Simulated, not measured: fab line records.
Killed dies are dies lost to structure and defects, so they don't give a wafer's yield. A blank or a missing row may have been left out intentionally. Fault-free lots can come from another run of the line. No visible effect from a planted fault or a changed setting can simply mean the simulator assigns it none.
The tool behind it: which one? || flow berkeley-cmos170 || 13 lots, 39 wafers sampled, at 4 steps of a route of 331

## WHAT EACH GAUGE READ, for each wafer
UCB170_M3_RS_MEAS_02: uses a four-point probe to measure. Usual: M3_AL_RS 0.0320 ohm/sq, standard deviation 0.00036.
{"lot": "L888", "measured": "day 7 18:08", "on": "film-metro-02", "M3_AL_RS (ohm/sq)": "0.0325 0.0326 0.0322", "flag": ""}
{"lot": "L889", "measured": "day 8 06:59", "on": "film-metro-02", "M3_AL_RS (ohm/sq)": "0.0320 0.0323 0.0320", "flag": ""}
{"lot": "L890", "measured": "day 8 18:34", "on": "film-metro-04", "M3_AL_RS (ohm/sq)": "0.0324 0.0321 0.0320", "flag": ""}
{"lot": "L891", "measured": "day 8 19:10", "on": "film-metro-02", "M3_AL_RS (ohm/sq)": "0.0318 0.0318 0.0319", "flag": ""}
{"lot": "L892", "measured": "day 8 18:52", "on": "film-metro-04", "M3_AL_RS (ohm/sq)": "0.0313 0.0316 0.0321", "flag": ""}
{"lot": "L893", "measured": "day 9 11:55", "on": "film-metro-01", "M3_AL_RS (ohm/sq)": "0.0322 0.0320 0.0317", "flag": ""}
{"lot": "L894", "measured": "day 9 18:54", "on": "film-metro-01", "M3_AL_RS (ohm/sq)": "0.0323 0.0321 0.0322", "flag": ""}
{"lot": "L895", "measured": "day 10 04:55", "on": "film-metro-01", "M3_AL_RS (ohm/sq)": "0.0319 0.0321 0.0321", "flag": ""}
{"lot": "L896", "measured": "day 10 04:39", "on": "film-metro-04", "M3_AL_RS (ohm/sq)": "0.0316 0.0313 0.0319", "flag": ""}
{"lot": "L898", "measured": "day 10 03:40", "on": "film-metro-04", "M3_AL_RS (ohm/sq)": "0.0318 0.0317 0.0319", "flag": ""}
{"lot": "L905", "measured": "day 11 20:38", "on": "film-metro-04", "M3_AL_RS (ohm/sq)": "0.0326 0.0327 0.0321", "flag": ""}
{"lot": "L907", "measured": "day 12 06:52", "on": "film-metro-04", "M3_AL_RS (ohm/sq)": "0.0312 0.0322 0.0316", "flag": ""}
{"lot": "L908", "measured": "day 12 11:31", "on": "film-metro-04", "M3_AL_RS (ohm/sq)": "0.0315 0.0314 0.0315", "flag": ""}

UCB170_M3_THK_MEAS_03: measures by xrf. Usual: M3_AL_THK 907 nm, standard deviation 11.
{"lot": "L888", "measured": "day 7 18:15", "on": "film-metro-02", "M3_AL_THK (nm)": "897 895 909", "flag": ""}
{"lot": "L889", "measured": "day 8 07:07", "on": "film-metro-02", "M3_AL_THK (nm)": "913 901 917", "flag": ""}
{"lot": "L890", "measured": "day 8 18:41", "on": "film-metro-04", "M3_AL_THK (nm)": "892 901 901", "flag": ""}
{"lot": "L891", "measured": "day 8 19:17", "on": "film-metro-02", "M3_AL_THK (nm)": "917 915 915", "flag": ""}
{"lot": "L892", "measured": "day 8 18:59", "on": "film-metro-04", "M3_AL_THK (nm)": "915 910 898", "flag": ""}
{"lot": "L893", "measured": "day 9 12:02", "on": "film-metro-01", "M3_AL_THK (nm)": "901 906 911", "flag": ""}
{"lot": "L894", "measured": "day 9 19:01", "on": "film-metro-01", "M3_AL_THK (nm)": "892 897 902", "flag": ""}
{"lot": "L895", "measured": "day 10 05:02", "on": "film-metro-01", "M3_AL_THK (nm)": "910 903 904", "flag": ""}
{"lot": "L896", "measured": "day 10 04:46", "on": "film-metro-04", "M3_AL_THK (nm)": "917 918 905", "flag": ""}
{"lot": "L898", "measured": "day 10 03:47", "on": "film-metro-04", "M3_AL_THK (nm)": "906 904 902", "flag": ""}
{"lot": "L905", "measured": "day 11 20:45", "on": "film-metro-04", "M3_AL_THK (nm)": "887 889 903", "flag": ""}
{"lot": "L907", "measured": "day 12 06:58", "on": "film-metro-04", "M3_AL_THK (nm)": "920 895 912", "flag": ""}
{"lot": "L908", "measured": "day 12 11:37", "on": "film-metro-04", "M3_AL_THK (nm)": "915 918 912", "flag": ""}

UCB170_M3_CD_MEAS_90: target cd 700 nm. Usual: cd-nm reads 700.8 nm (standard deviation 2.9).
{"lot": "L888", "measured": "day 7 20:31", "on": "cd-sem-02", "cd-nm (nm)": "700.8 699.9 699.7", "flag": ""}
{"lot": "L889", "measured": "day 8 09:41", "on": "cd-sem-02", "cd-nm (nm)": "702.5 699.6 700.3", "flag": ""}
{"lot": "L890", "measured": "day 8 21:28", "on": "cd-sem-02", "cd-nm (nm)": "706.9 706.0 702.9", "flag": ""}
{"lot": "L891", "measured": "day 8 22:08", "on": "cd-sem-02", "cd-nm (nm)": "702.0 699.5 701.8", "flag": ""}
{"lot": "L892", "measured": "day 8 22:02", "on": "cd-sem-01", "cd-nm (nm)": "697.0 699.2 698.9", "flag": ""}
{"lot": "L893", "measured": "day 9 14:38", "on": "cd-sem-02", "cd-nm (nm)": "695.1 697.1 696.0", "flag": ""}
{"lot": "L894", "measured": "day 9 21:28", "on": "cd-sem-01", "cd-nm (nm)": "698.6 698.8 701.1", "flag": ""}
{"lot": "L895", "measured": "day 10 07:39", "on": "cd-sem-02", "cd-nm (nm)": "699.3 699.0 703.4", "flag": ""}
{"lot": "L896", "measured": "day 10 07:24", "on": "cd-sem-02", "cd-nm (nm)": "701.8 698.6 699.6", "flag": ""}
{"lot": "L898", "measured": "day 10 06:28", "on": "cd-sem-02", "cd-nm (nm)": "700.5 699.7 698.0", "flag": ""}
{"lot": "L905", "measured": "day 11 23:26", "on": "cd-sem-02", "cd-nm (nm)": "705.3 700.6 702.4", "flag": ""}
{"lot": "L907", "measured": "day 12 09:18", "on": "cd-sem-02", "cd-nm (nm)": "702.6 703.9 704.8", "flag": ""}
{"lot": "L908", "measured": "day 12 14:31", "on": "cd-sem-02", "cd-nm (nm)": "707.2 703.5 703.2", "flag": ""}

## EACH LOT AND THE TOOL THAT RAN IT (in order: tool; ch and the chambers of the sampled wafers; start)
{"lot": "L888", "UCB170_GATE_CVD_04": "lpcvd-01 ch 0, day 6 02:01"}
{"lot": "L889", "UCB170_GATE_CVD_04": "lpcvd-02 ch 0, day 6 15:05"}
{"lot": "L890", "UCB170_GATE_CVD_04": "lpcvd-02 ch 1, day 7 04:29"}
{"lot": "L891", "UCB170_GATE_CVD_04": "lpcvd-02 ch 1, day 7 04:29"}
{"lot": "L892", "UCB170_GATE_CVD_04": "lpcvd-02 ch 0, day 7 04:29"}
{"lot": "L893", "UCB170_GATE_CVD_04": "lpcvd-02 ch 0, day 7 19:13"}
{"lot": "L894", "UCB170_GATE_CVD_04": "lpcvd-01 ch 0, day 8 03:44"}
{"lot": "L895", "UCB170_GATE_CVD_04": "lpcvd-02 ch 1, day 8 14:01"}
{"lot": "L896", "UCB170_GATE_CVD_04": "lpcvd-02 ch 0, day 8 14:01"}
{"lot": "L898", "UCB170_GATE_CVD_04": "lpcvd-02 ch 1, day 8 14:01"}
{"lot": "L905", "UCB170_GATE_CVD_04": "lpcvd-02 ch 0, day 10 05:22"}
{"lot": "L907", "UCB170_GATE_CVD_04": "lpcvd-01 ch 0, day 10 20:32"}
{"lot": "L908", "UCB170_GATE_CVD_04": "lpcvd-01 ch 0, day 10 20:32"}
- UCB170_GATE_CVD_04: deposits poly-Si from SiH4, time 1440 s, target thk 214 nm.

## WHAT THE TOOLS THEMSELVES READ (means of the sampled wafers that have a number; where no wafer has one, the mark that the record gives instead)
The record holds no such reading with a usual standard deviation.

## THE ANSWER, worked out from the rows above alone
Rule: a lot is off if the mean of its wafers that have a number lies more than 3 standard deviations from the usual mean. Also off: a lot with no number at a reading for which 4 or more lots have one. All remaining lots with rows at the step are treated as sound. First the gauges in route order, then the tools' own readings, where a lot's mean is used as printed above. At the first step where some lot is off, the reading lying furthest off is the one used; lots without a number count as furthest.
Nothing can be told from this: no lot is off at any reading shown.

## WHAT THE SIMULATOR HAD PUT IN
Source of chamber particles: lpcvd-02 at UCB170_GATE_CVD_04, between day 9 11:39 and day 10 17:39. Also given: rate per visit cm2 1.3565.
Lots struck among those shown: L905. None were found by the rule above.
